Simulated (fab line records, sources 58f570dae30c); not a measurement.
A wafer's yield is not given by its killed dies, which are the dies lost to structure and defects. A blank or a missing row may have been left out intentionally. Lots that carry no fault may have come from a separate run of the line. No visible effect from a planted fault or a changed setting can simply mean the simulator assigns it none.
Comparing a struck lot with a sound one | flow berkeley_cmos170 | 15 steps out of a route of 331
Sound: these wafers, L615.2, L615.5, L615.6. Struck: wafers L621.1, L621.3, L621.5. The cause comes at the end.
Each step with rows lists, per side, the tool, then ch with its chambers, then its first start. Under that, the readings that differ: sound wafers | struck wafers | difference of the means | sigmas: that difference in standard deviations of wafers without a fault.
alike: readings with means less than 2 such deviations apart, plus words and numbers identical on both sides. not compared: withheld readings, readings lacking a value on some wafer, bounds such as >300 that could conceal the same value, and numbers that have no deviation in the record and whose values overlap.
The two part at a step that has a row with sigmas, a row that says differs or no value, or rows on one side only. Numbers that don't overlap but have no deviation are shown without sigmas and don't part them. A reading missing from all wafers of one side parts the sides only when that side holds two or more wafers.

first, 4 steps without rows for these wafers: UCB170_PSD_SOFTBAKE_02 (time 60 s); UCB170_PSD_EXPOSE_03 (exposes mask PSELECT MOD, target cd 1200 nm); UCB170_PSD_PEB_04; UCB170_PSD_DEVELOP_05 (develop time 45 s).
UCB170_PSD_CD_MEAS_06 targets a cd of 1200 nm.
  sound on cd_sem-02 at day 7 05:25; struck on cd_sem-01 at day 8 18:14
  alike: cd_nm
UCB170_PSD_OVL_MEAS_07:
  sound on overlay-01 at day 7 05:31; struck on overlay-01 at day 8 18:21
  alike: PSD_OVL
following that, these wafers have no rows for 1 step: UCB170_PSD_IMPLANT_08.
UCB170_PSD_STRIP_09: strips in O2.
  sound on plasma_asher-04 ch 0,1, day 7 05:42; struck on plasma_asher-01 ch 0,1, day 8 18:32
  alike: drypump_motor_current_A, oes_product_au, strip_time_to_endpoint_s
  not compared: rf_hours_counter_h
UCB170_PSD_TW_MEAS_10:
  sound on film_metro-03 at day 7 05:49; struck on film_metro-03 at day 8 18:38
  alike: PSD_TW
then, 3 steps without rows for these wafers: UCB170_PSD_CLEAN_11 (cleans in SPM, time 600 s); UCB170_NSD_HMDS_00 (prime time 60 s); UCB170_NSD_COAT_01 (resist thk 900 nm).
UCB170_NSD_SOFTBAKE_02: time 60 s.
  sound on litho_track-03 ch 0, day 7 06:39; struck on litho_track-03 ch 0, day 8 19:29
  reading          | sound             | struck            | difference | sigmas
  run_length_s (s) | 89.58 89.53 89.37 | 91.24 91.18 91.36 | +1.77      | +10
then, 1 step without rows for these wafers: UCB170_NSD_EXPOSE_03 (exposes mask NSELECT MOD, target cd 1200 nm).
UCB170_M3_PROBE_99:
  rows exist in the record for the sound wafers here (prober-02, day 8 09:52), none for the struck ones

== WHERE THEY PART ==
At UCB170_NSD_SOFTBAKE_02 first; at UCB170_M3_PROBE_99 last (within this record only).

WHY: what had been put in by the simulator
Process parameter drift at UCB170_NSD_SOFTBAKE_02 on litho_track-03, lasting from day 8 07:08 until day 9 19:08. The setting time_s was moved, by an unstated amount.
